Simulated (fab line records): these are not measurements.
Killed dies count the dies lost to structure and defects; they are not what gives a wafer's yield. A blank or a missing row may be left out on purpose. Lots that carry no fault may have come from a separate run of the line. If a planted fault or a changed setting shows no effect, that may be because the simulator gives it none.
Shared-tool check | flow berkeley-cmos170 | 38 wafers sampled across 13 lots

WHAT PROMPTED THE OPENING
1 of 13 lots carry a flag on the reading SPACER_TEOS_THK at UCB170_SPACER_THK_MEAS_01. Fault-free wafers read 376 nm, with a standard deviation of 6.1.
Rule: a lot gets a flag if all its wafers with a number sit over 4 standard deviations from that mean, or if no wafer of it has a number. The other lots count as sound.

lot  | measured    | on            | SPACER_TEOS_THK (nm), wafer by wafer | flag
L410 | day 6 04:43 | film-metro-03 | 370 373 379                          |
L409 | day 6 10:34 | film-metro-01 | 379 390 384                          |
L411 | day 6 18:17 | film-metro-04 | 365 383 368                          |
L412 | day 6 18:18 | film-metro-03 | 366 378 374                          |
L414 | day 7 12:02 | film-metro-03 | 383 369 379                          |
L418 | day 7 12:56 | film-metro-03 | 374 369 379                          |
L416 | day 7 12:58 | film-metro-01 | 379 387 382                          |
L415 | day 7 13:41 | film-metro-01 | 378 383 374                          |
L420 | day 8 01:05 | film-metro-01 | 370 376 388                          |
L419 | day 8 01:16 | film-metro-03 | 373 379 380                          |
L422 | day 8 06:34 | film-metro-04 | 374 373 375                          |
L426 | day 9 08:30 | film-metro-04 | 178 178                              | FLAGGED
L424 | day 9 09:13 | film-metro-04 | 369 377 380                          |
The mean of the flagged lots' numbers is 178 nm, -198 nm from the usual (-32 standard deviations).

EACH LOT AND THE TOOL IT RAN ON
The record holds 1 process step before the reading, out of a route of 331 steps. In each cell: the tool, then ch and the chambers that the sampled wafers went through, then the start.
lot  | flag    | UCB170_SPACER_CVD_00
L410 |         | pecvd-02 ch 0,2, day 6 04:40
L409 |         | pecvd-04 ch 0,1, day 6 10:31
L411 |         | pecvd-04 ch 0,2, day 6 18:14
L412 |         | pecvd-01 ch 0,1,2, day 6 18:14
L414 |         | pecvd-04 ch 0,1,2, day 7 11:59
L418 |         | pecvd-01 ch 0,1,2, day 7 12:53
L416 |         | pecvd-04 ch 0,1, day 7 12:54
L415 |         | pecvd-01 ch 0,1,2, day 7 13:38
L420 |         | pecvd-04 ch 0,2, day 8 01:02
L419 |         | pecvd-02 ch 0,1, day 8 01:11
L422 |         | pecvd-02 ch 0,1, day 8 06:30
L426 | FLAGGED | pecvd-04 ch 1, day 9 08:26
L424 |         | pecvd-02 ch 0,1,2, day 9 09:10
These steps, and what they do:
- UCB170_SPACER_CVD_00: deposits SiO2 from TEOS/O2, target thk 376 nm, time 47 s.
- UCB170_SPACER_THK_MEAS_01

FLAGGED AGAINST TOTAL, ONE TOOL AT A TIME (gauges that did the reading follow at the end)
step                      | tool          | lots run | flagged | share of the flagged lots | sound lots run after its first flagged lot
UCB170_SPACER_CVD_00      | pecvd-01      | 3        | 0       | none                      | -
UCB170_SPACER_CVD_00      | pecvd-02      | 4        | 0       | none                      | -
UCB170_SPACER_CVD_00      | pecvd-04      | 6        | 1       | all                       | 0
UCB170_SPACER_THK_MEAS_01 | film-metro-01 | 4        | 0       | none                      | -
UCB170_SPACER_THK_MEAS_01 | film-metro-03 | 5        | 0       | none                      | -
UCB170_SPACER_THK_MEAS_01 | film-metro-04 | 4        | 1       | all                       | 1 (L424)

WHAT IS ALLOWED BY THE TABLE
In 2 table rows, all flagged lots were run: pecvd-04 (UCB170_SPACER_CVD_00), film-metro-04 (UCB170_SPACER_THK_MEAS_01).
- pecvd-04 at UCB170_SPACER_CVD_00 ran 6 lots, 1 of them flagged. It ran its last sound lot, L420, at day 8 01:02 and its first flagged lot, L426, at day 9 08:26: a fault with its onset between the two fits.
- film-metro-04 at UCB170_SPACER_THK_MEAS_01 ran 4 lots, 1 of them flagged. Sound lots ran on it after the first flagged one (L424), which a lasting fault on the whole tool wouldn't allow.
Left over: one tool, pecvd-04 at UCB170_SPACER_CVD_00.

WHAT THE SIMULATOR HAD PUT IN
pecvd-04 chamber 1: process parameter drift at UCB170_SPACER_CVD_00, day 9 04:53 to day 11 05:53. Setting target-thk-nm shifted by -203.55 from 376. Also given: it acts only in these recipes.
Struck lots among those shown: L426. The rule above found the same.
